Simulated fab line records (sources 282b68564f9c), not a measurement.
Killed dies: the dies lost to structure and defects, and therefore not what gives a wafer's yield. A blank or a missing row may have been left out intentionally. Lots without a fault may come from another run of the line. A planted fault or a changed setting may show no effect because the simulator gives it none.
Which tool did it? ; flow ritCmos ; 14 lots with 42 wafers sampled at 2 steps, on a route of 202 steps

WHAT THE GAUGES SHOWED, per wafer
The record holds no reading of a measuring or inspecting step that can be judged against a usual standard deviation.

WHAT TOOL EACH LOT RAN ON (gives the tool, then ch and the chambers of the sampled wafers, and finally the start)
lot;RIT_SPACER_CLEAN_00;RIT_M1_PROBE_99
L660;wetBench-03 ch 1, day 3 09:13;-
L661;wetBench-03 ch 1, day 3 13:01;-
L662;wetBench-04 ch 2, day 3 20:03;-
L668;wetBench-03 ch 3, day 5 04:12;-
L673;wetBench-04 ch 1, day 5 23:29;-
L674;wetBench-01 ch 2, day 6 02:02;prober-02, day 6 15:16
L675;wetBench-04 ch 2, day 6 05:21;-
L676;wetBench-01 ch 3, day 6 16:31;-
L677;wetBench-01 ch 1, day 7 00:25;-
L678;wetBench-04 ch 3, day 7 02:28;-
L679;wetBench-03 ch 3, day 7 05:16;-
L680;wetBench-01 ch 3, day 7 09:59;-
L681;wetBench-04 ch 1, day 7 14:53;-
L682;wetBench-03 ch 0, day 7 20:41;-
- RIT_SPACER_CLEAN_00: cleans in SC1, time 600 s.
- RIT_M1_PROBE_99

WHAT THE TOOLS THEMSELVES READ (means of the sampled wafers that have a number; where no wafer has one, the mark that the record gives instead)
RIT_SPACER_CLEAN_00.
lot;tool;bathGuardTempC (C);bathHeatDutyPct (%)
L660;wetBench-03;74.9;15.6
L661;wetBench-03;74.9;15.4
L662;wetBench-04;75.4;15.2
L668;wetBench-03;75.1;15.4
L673;wetBench-04;-;-
L674;wetBench-01;-;-
L675;wetBench-04;75.2;15.1
L676;wetBench-01;74.9;17.4
L677;wetBench-01;74.1;16.7
L678;wetBench-04;75.4;14.7
L679;wetBench-03;75.1;15.6
L680;wetBench-01;74.8;16.7
L681;wetBench-04;74.7;14.5
L682;wetBench-03;74.4;16.1

RIT_M1_PROBE_99.
lot;tool;killedAtContacts;killedAtFrontEnd;killedDies;killedOpen;killedShort
L674;prober-02;0.0;6.3;6.3;3.3;3.0

THE ANSWER, worked out from the rows above alone
Rule: what is usual is taken from the lots themselves. The widest of any qualifying gaps counts: lots, ordered by their means at a reading, are off when they make up no more than a third of the lots, leave a main group of 4 or more, and stand apart from it by 3 or more times the standard deviation of that group's means. Not used: any main group whose means are identical at the precision the tables above print for the reading. A lot without any number at a reading at which 4 lots or more have one is off too. Any other lot the step has rows for is counted as sound. First the gauges in route order, then the tools' own readings, where a lot's mean is used as printed above. At the first step where some lot is off, the reading lying furthest off is the one used; lots without a number count as furthest.
Off: L673, L674 (RIT_SPACER_CLEAN_00, bathGuardTempC). Without a number there: L673, L674. Mean 74.9 C and standard deviation 0.37 in the main group.
If a tool, at that step or one of the process steps before it, ran each lot that is off and ran no sound lot following the first of them, it fits. No candidate that was tried fits.

WHAT WAS PUT IN BY THE SIMULATOR
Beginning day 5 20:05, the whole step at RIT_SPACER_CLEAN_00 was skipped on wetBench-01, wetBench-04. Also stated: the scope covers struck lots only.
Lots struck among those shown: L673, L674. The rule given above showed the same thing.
